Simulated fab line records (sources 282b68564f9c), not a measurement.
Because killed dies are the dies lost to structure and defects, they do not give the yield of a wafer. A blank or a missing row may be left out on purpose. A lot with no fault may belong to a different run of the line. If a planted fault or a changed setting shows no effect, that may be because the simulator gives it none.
Struck lot and sound lot, side by side / flow rit_cmos / 18 out of 202 route steps
Sound: the wafers L721.1, L721.3, L721.4. Wafers L733.1, L733.3, L733.4 were the ones struck. At the end, the cause is stated.
Order at every step that has rows: each side's tool, ch and its chambers, its first start. Under that, the readings that differ: sound wafers / struck wafers / difference of the means / sigmas: that difference in standard deviations of wafers without a fault.
alike: words and numbers the same on both sides, and readings whose means are apart by under 2 such deviations; not compared: readings that were withheld, readings missing a value for some wafer, numbers with overlapping values and no deviation given by the record, and bounds like >300 which may hide the same value.
A row with sigmas, a row that says differs or no value, or rows on one side alone: a step with any of these is where the two part. Numbers that don't overlap but have no deviation are shown without sigmas and don't part them. A reading missing from all wafers of one side parts the sides only when that side holds two or more wafers.

first, 4 steps without rows for these wafers: RIT_NLDD_SOFTBAKE_02 (time 60 s); RIT_NLDD_EXPOSE_03 (exposes mask M7, target cd 40700 nm); RIT_NLDD_PEB_04; RIT_NLDD_DEVELOP_05 (develop time 50 s).
RIT_NLDD_OVL_MEAS_06:
  struck on overlay-01, day 5 18:43; sound on overlay-01, day 3 05:19
  alike: NLDD_OVL
then, 2 steps without rows for these wafers: RIT_NLDD_HARDBAKE_07 (time 60 s); RIT_NLDD_IMPLANT_08.
RIT_NLDD_STRIP_09: strips in O2, time 180 s.
  sound on plasma_asher-02 ch 0,1, day 3 05:43; struck on plasma_asher-01 ch 0,1, day 5 19:02
  alike: drypump_motor_current_A
  not compared: rf_hours_counter_h
RIT_NLDD_TW_MEAS_10:
  struck on film_metro-02, day 5 19:13; sound on film_metro-03, day 3 05:53
  alike: NLDD_TW
then, 3 steps without rows for these wafers: RIT_PLDD_HMDS_00 (prime time 60 s); RIT_PLDD_COAT_01 (resist thk 1000 nm); RIT_PLDD_SOFTBAKE_02 (time 60 s).
RIT_PLDD_EXPOSE_03: exposes mask M8, target cd 40900 nm.
  sound on iline_stepper-01 ch 0, day 3 06:34; struck on iline_stepper-01 ch 0, day 5 19:51
reading=model.PLDD.overlay_x_nm (nm); sound=1.327 1.327 1.327; struck=239.9 239.9 239.9; difference=+238.6; sigmas=
  alike: mask
then, 2 steps without rows for these wafers: RIT_PLDD_PEB_04; RIT_PLDD_DEVELOP_05 (develop time 50 s).
RIT_PLDD_OVL_MEAS_06:
  struck on overlay-02, day 5 20:15; sound on overlay-02, day 3 06:58
reading=PLDD_OVL (nm); sound=2.8 1.2 0.3; struck=238.7 240.2 237.8; difference=+237.5; sigmas=+99 or more
then, 1 step without rows for these wafers: RIT_PLDD_HARDBAKE_07 (time 60 s).
RIT_M1_PROBE_99:
  struck on prober-02, day 6 10:07; sound on prober-02, day 3 21:20
reading=model.etest.pldd.width_nm (nm); sound=3189 3177 3179; struck=3023 3021 3018; difference=-161; sigmas=
  alike: killed_at_contacts, killed_at_front_end, killed_dies, killed_open, killed_short

== WHERE THEY PART ==
Within this record, at RIT_PLDD_OVL_MEAS_06 only. Later steps at which nothing parts them and some readings are alike: RIT_M1_PROBE_99.

WHY: whatever the simulator had introduced
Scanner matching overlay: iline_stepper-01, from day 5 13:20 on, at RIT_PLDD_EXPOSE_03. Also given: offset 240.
